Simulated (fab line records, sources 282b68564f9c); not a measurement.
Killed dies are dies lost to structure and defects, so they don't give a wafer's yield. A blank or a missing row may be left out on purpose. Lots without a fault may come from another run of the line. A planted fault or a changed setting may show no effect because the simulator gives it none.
fab line records | flow rit_cmos
record lots=7 wafers=21 last_day=7
route steps=202 shown FOX2@24 NWELL@28 M1@202
lots that met no fault: from a run of the same line without faults
start_h: hours from the record's first day to the start of the lot's first wafer shown | wait_h: hours since the lot's step before | " the same as in the row above | L1.1+2: a row that stands for several wafers | - no value, or no start given | * or withheld: withheld | < > ~ a bound
route shown NAME@n: a module of which the file shows steps, and the number in the route of the first | usual: mean/standard deviation of fault-free wafers | same: alike in all rows | chamber/n: place in a boat | sites: the reading at each site | _std_site: their standard deviation | _edge_site: outer sites' mean less inner sites' | radius_mm: how far each site lies from the wafer's centre | mask NAME#n: copy n | behind: the tool/chamber that last shaped the wafer | hold: why the lot was held/for how many hours/how that ended | device: the transistor (n, p or np) that didn't switch | end of line: the same wafers' tests at the end of the route | a step without rows: its recipe alone | killed: dies lost to structure and defects at the first sort, not the wafer's yield | map: a wafer's dies, x killed, . not, _ none there
set.NAME: the setting as run; set.NAME@STEP: as run at that earlier step | model.NAME: the simulator's own value behind a step, which no gauge read
lots at some steps of the route; a table a step, a row a wafer
services: from which hour (start_h, from the record's first day; less than 0 if before it) a tool's chamber was out of use, for how many hours, and why
## steps
# step RIT_FOX2_THK_MEAS_01
# recipe reads=SiO2_of_FOX2_OXIDATION_00
# usual FOX2_OXIDE_THK=351/7.2
# columns lot.wafer tool chamber start_h wait_h FOX2_OXIDE_THK[nm]
L582.2 film_metro-04 - 38.98 0.0 360
L582.3 " - " " 358
L582.5 " - " " 357
L586.3 film_metro-03 - 59.51 0.0 346
L586.5 " - " " 347
L586.6 " - " " 348
L591.1 film_metro-01 - 84.10 0.0 345
L591.4 " - " " 343
L591.6 " - " " 350
L592.3 film_metro-04 - 89.30 0.0 360
L592.4 " - " " 355
L592.6 " - " " 360
L594.1 film_metro-04 - 99.85 0.0 360
L594.2 " - " " 363
L594.6 " - " " 357
L595.1 film_metro-04 - 103.87 0.0 357
L595.3 " - " " 346
L595.5 " - " " 356
L600.1 film_metro-04 - 131.47 0.0 346
L600.4 " - " " 343
L600.5 " - " " 343
# step RIT_FOX2_CLEAN_02
# recipe chemistry=dHF dilution=50:1 time_s=180
# step RIT_FOX2_WET_ETCH_03
# recipe chemistry=H3PO4 target=Si3N4 target_depth_nm=195 temp_c=165 time_s=2700
# step RIT_FOX2_THK_MEAS_90
# recipe reads=SiO2_of_FOX2_OXIDATION_00
# usual FIELD_OXIDE_LEFT_1_THK=323/7.2
# columns lot.wafer tool chamber start_h wait_h FIELD_OXIDE_LEFT_1_THK[nm]
L582.2 film_metro-03 - 39.85 0.0 333
L582.3 " - " " 330
L582.5 " - " " 330
L586.3 film_metro-04 - 60.38 0.0 319
L586.5 " - " " 320
L586.6 " - " " 321
L591.1 film_metro-03 - 84.97 0.0 317
L591.4 " - " " 315
L591.6 " - " " 323
L592.3 film_metro-01 - 90.18 0.0 333
L592.4 " - " " 327
L592.6 " - " " 332
L594.1 film_metro-01 - 100.72 0.0 332
L594.2 " - " " 335
L594.6 " - " " 329
L595.1 film_metro-04 - 104.75 0.0 329
L595.3 " - " " 319
L595.5 " - " " 328
L600.1 film_metro-04 - 132.35 0.0 318
L600.4 " - " " 315
L600.5 " - " " 315
# step RIT_NWELL_HMDS_00
# recipe prime_time_s=60 prime_temp_c=140
# step RIT_NWELL_COAT_01
# recipe resist=NOVOLAK spin_rpm=2000 resist_thk_nm=1300
# step RIT_NWELL_SOFTBAKE_02
# recipe resist=NOVOLAK temp_c=89.19 time_s=60
# step RIT_NWELL_EXPOSE_03
# recipe mask_id=M2 na=0.57 target_cd_nm=43900 dose_mj=250
# step RIT_NWELL_PEB_04
# recipe resist=NOVOLAK temp_c=withheld time_s=withheld
# step RIT_NWELL_DEVELOP_05
# recipe resist=NOVOLAK develop_time_s=68 dev_temp_c=23.36
# step RIT_NWELL_OVL_MEAS_06
# usual NWELL_OVL=1.4/1.5
# columns lot.wafer tool chamber start_h wait_h NWELL_OVL[nm]
L582.2 overlay-01 - 40.98 - 2.0
L582.3 " - " " 2.0
L582.5 " - " " 2.3
L586.3 overlay-01 - 61.32 - -0.2
L586.5 " - " " 3.7
L586.6 " - " " 3.3
L591.1 overlay-01 - 86.04 - -1.3
L591.4 " - " " -0.1
L591.6 " - " " -0.9
L592.3 overlay-01 - 91.11 - 0.6
L592.4 " - " " 0.6
L592.6 " - " " 1.7
L594.1 overlay-01 - 101.79 - 2.6
L594.2 " - " " 2.4
L594.6 " - " " 2.1
L595.1 overlay-01 - 105.81 - 2.9
L595.3 " - " " 1.9
L595.5 " - " " 2.2
L600.1 overlay-01 - 133.41 - 5.3
L600.4 " - " " 3.8
L600.5 " - " " 3.4
# step RIT_NWELL_HARDBAKE_07
# recipe resist=NOVOLAK temp_c=140 time_s=120
# step RIT_NWELL_IMPLANT_08
# recipe species=P energy_kev=170 dose_cm2=5e+13 tilt_deg=7
# usual dose_ions_cm2=5e+13/6e+10 tilt_deg=6.998/0.021
# columns lot.wafer tool chamber start_h wait_h dose_ions_cm2 tilt_deg
L582.2 implanter-02 0 41.28 0.2 5e+13 6.988
L582.3 " 0 " " 5.002e+13 7.021
L582.5 " 0 " " 4.992e+13 7.003
L586.3 implanter-02 0 61.64 0.2 5.011e+13 7.033
L586.5 " 0 " " 5.007e+13 6.999
L586.6 " 0 " " 4.999e+13 7.033
L591.1 implanter-03 0 86.32 0.2 4.987e+13 6.977
L591.4 " 0 " " 4.99e+13 6.997
L591.6 " 0 " " 4.999e+13 7.000
L592.3 implanter-02 0 91.44 0.2 5.011e+13 7.243
L592.4 " 0 " " 5.009e+13 7.276
L592.6 " 0 " " 5.009e+13 7.255
L594.1 implanter-02 0 102.14 0.2 4.996e+13 7.267
L594.2 " 0 " " 4.995e+13 7.235
L594.6 " 0 " " 4.988e+13 7.272
L595.1 implanter-02 0 106.10 0.2 4.995e+13 7.330
L595.3 " 0 " " 4.997e+13 7.297
L595.5 " 0 " " 4.997e+13 7.292
L600.1 implanter-03 0 133.70 0.2 5e+13 6.973
L600.4 " 0 " " 5.01e+13 7.027
L600.5 " 0 " " 5.013e+13 6.992
# step RIT_NWELL_STRIP_09
# recipe chemistry=O2 time_s=180 resist=NOVOLAK platen_temp_c=withheld power_w=500 pressure_mtorr=4000 o2_flow_sccm=4000
# usual drypump_motor_current_A=5.8/0.51 rf_refl_power_W=7.9/0.91
# columns lot.wafer tool chamber start_h wait_h drypump_motor_current_A rf_hours_counter_h rf_refl_power_W
L582.2 plasma_asher-01 0 41.41 0.1 5.3 34 6.6
L582.3 " 1 " " 5.2 - 9.7
L582.5 " 1 " " 5.2 - 9.8
L586.3 plasma_asher-03 0 61.80 0.1 6.5 - 8.4
L586.5 " 1 " " 5.7 - 7.5
L586.6 " 0 " " 6.6 - 8.4
L591.1 plasma_asher-03 0 86.47 0.1 6.6 31 8.3
L591.4 " 0 " " 6.5 - 8.3
L591.6 " 1 " " 5.7 - 7.6
L592.3 plasma_asher-01 1 91.60 0.1 5.2 - 9.7
L592.4 " 0 " " 5.3 - 6.6
L592.6 " 1 " " 5.2 - 9.4
L594.1 plasma_asher-04 1 102.29 0.1 6.3 47 7.8
L594.2 " 0 " " 5.5 47 7.9
L594.6 " 1 " " 6.3 - 7.7
L595.1 plasma_asher-01 1 106.25 0.1 5.2 42 9.8
L595.3 " 1 " " 5.2 - 9.7
L595.5 " 1 " " 5.2 - 9.6
L600.1 plasma_asher-01 1 133.85 0.1 5.2 2 9.7
L600.4 " 1 " " 5.2 - 10.0
L600.5 " 0 " " 5.3 - 6.8
# step RIT_M1_PROBE_99
# usual killed_at_contacts=0.1/0.31 killed_at_front_end=6.3/3 killed_dies=6.4/3 killed_open=3/1.9 killed_short=3.4/1.9
# same gross_dies=264 killed_at_M0_to_M3=0 killed_at_M4_up=0 killed_at_back_side=0 killed_at_other=0
# columns lot.wafer tool chamber start_h wait_h killed_at_contacts killed_at_front_end killed_dies killed_open killed_short
L582.2 prober-01 - 80.69 0.1 0 6 6 2 4
L582.3 prober-01 - 80.74 0.2 0 5 5 2 2
L582.5 prober-01 - 80.84 0.2 1 8 9 4 3
L591.1 prober-02 - 124.87 0.1 0 3 3 1 2
L591.4 prober-02 - 125.02 0.2 0 5 5 1 4
L591.6 prober-02 - 125.12 0.2 0 7 7 1 6
L592.3 prober-01 - 127.98 0.2 0 2 2 1 1
L592.4 prober-01 - 128.03 0.2 0 5 5 3 2
L592.6 prober-01 - 128.13 0.2 0 6 6 3 3
L594.1 prober-01 - 142.29 0.1 0 7 7 2 5
L594.2 prober-01 - 142.34 0.1 0 6 6 4 2
L594.6 prober-01 - 142.54 0.2 0 8 8 6 2
L600.1 prober-01 - 179.13 0.1 0 5 5 4 1
L600.4 prober-01 - 179.28 0.2 0 8 8 4 4
L600.5 prober-01 - 179.33 0.2 0 2 2 1 1
# killed by level:class
L582.2 GATE:geometric_particle:short=2 GATE:geometric_particle:open=2 SPACER:geometric_particle:short=2
L582.3 FOX2:geometric_particle:open=1 REOX:geometric_particle:short=1 SPACER:geometric_particle:open=1 SPACER:geometric_particle:short=1 PRETRO:coat_microbubble_printed=1
L582.5 GATE:geometric_particle:open=3 PRETRO:coat_microbubble_printed=2 FOX2:geometric_particle:short=1 REOX:geometric_particle:open=1 REOX:geometric_particle:short=1 CONTACT:geometric_particle:short=1
L591.1 FOX2:geometric_particle:open=1 GATE:geometric_particle:short=1 SILICIDE:geometric_particle:short=1
L591.4 FOX2:geometric_particle:short=1 GATE:geometric_particle:open=1 GATE:geometric_particle:short=1 REOX:geometric_particle:short=1 SILICIDE:geometric_particle:short=1
L591.6 GATE:geometric_particle:short=2 FOX1:geometric_particle:short=1 REOX:geometric_particle:short=1 SPACER:geometric_particle:short=1 SILICIDE:geometric_particle:open=1 SILICIDE:geometric_particle:short=1
L592.3 REOX:geometric_particle:short=1 REOX:geometric_particle:open=1
L592.4 FOX1:geometric_particle:open=2 FOX1:geometric_particle:short=1 GATE:geometric_particle:short=1 SPACER:geometric_particle:open=1
L592.6 SPACER:geometric_particle:open=2 SPACER:geometric_particle:short=2 GATE:geometric_particle:short=1 REOX:geometric_particle:open=1
L594.1 REOX:geometric_particle:short=2 REOX:geometric_particle:open=2 FOX1:geometric_particle:short=1 GATE:geometric_particle:short=1 SILICIDE:geometric_particle:short=1
L594.2 GATE:geometric_particle:open=3 REOX:geometric_particle:short=2 REOX:geometric_particle:open=1
L594.6 FOX1:geometric_particle:open=2 FOX2:geometric_particle:open=2 FOX2:geometric_particle:short=1 GATE:geometric_particle:short=1 GATE:geometric_particle:open=1 SPACER:geometric_particle:open=1
L600.1 FOX2:geometric_particle:open=1 GATE:geometric_particle:open=1 SPACER:geometric_particle:open=1 SILICIDE:geometric_particle:short=1 STARTING-WAFER:geometric_particle:open=1
L600.4 GATE:geometric_particle:short=4 FOX1:geometric_particle:open=1 GATE:geometric_particle:open=1 REOX:geometric_particle:open=1 SILICIDE:geometric_particle:open=1
L600.5 GATE:geometric_particle:open=1 SPACER:geometric_particle:short=1
## services
# columns tool chamber start_h hours kind
implanter-02 - 25.65 5.0 repair
plasma_asher-04 - 57.82 14.6 pm
plasma_asher-04 - 74.78 2.2 repair
implanter-02 - 89.52 1.8 repair
implanter-03 - 97.79 1.2 repair
plasma_asher-01 - 98.54 2.8 pm
plasma_asher-01 - 108.75 9.0 pm
plasma_asher-01 0 108.75 9.5 vent_cycle
plasma_asher-01 1 108.75 9.5 vent_cycle
plasma_asher-01 - 109.09 9.1 repair
plasma_asher-04 - 114.19 2.8 repair
plasma_asher-01 0 117.75 - clean
plasma_asher-01 1 117.75 - clean
plasma_asher-04 - 129.31 4.3 pm
implanter-02 - 133.10 3.3 repair
## key
first_sign step=RIT_NWELL_IMPLANT_08 reading=tilt_deg direction=up sigmas=13 usual=6.998 struck=7.274
effect none on later readings
met_at RIT_NWELL_IMPLANT_08
struck_wafers L592.3,L592.4,L592.6,L594.1,L594.2,L594.6,L595.1,L595.3,L595.5
tester_left_out L592,L594,L595
onset_between 61.64 91.44
fault kind=process_parameter_drift tool=implanter-02 chamber=- onset_h=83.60 steps=RIT_NWELL_IMPLANT_08 channel=tilt_deg offset=0.27477 shape=step end_h=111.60 acts_in=these_recipes_only stated=7
# tester_left_out: of these lots the tester's yield and bins aren't shown, on N5 and GAA mostly nor the transistor test; their killed dies are dies lost to structure and defects alone, not to doping, threshold or leakage, so they don't give the yield
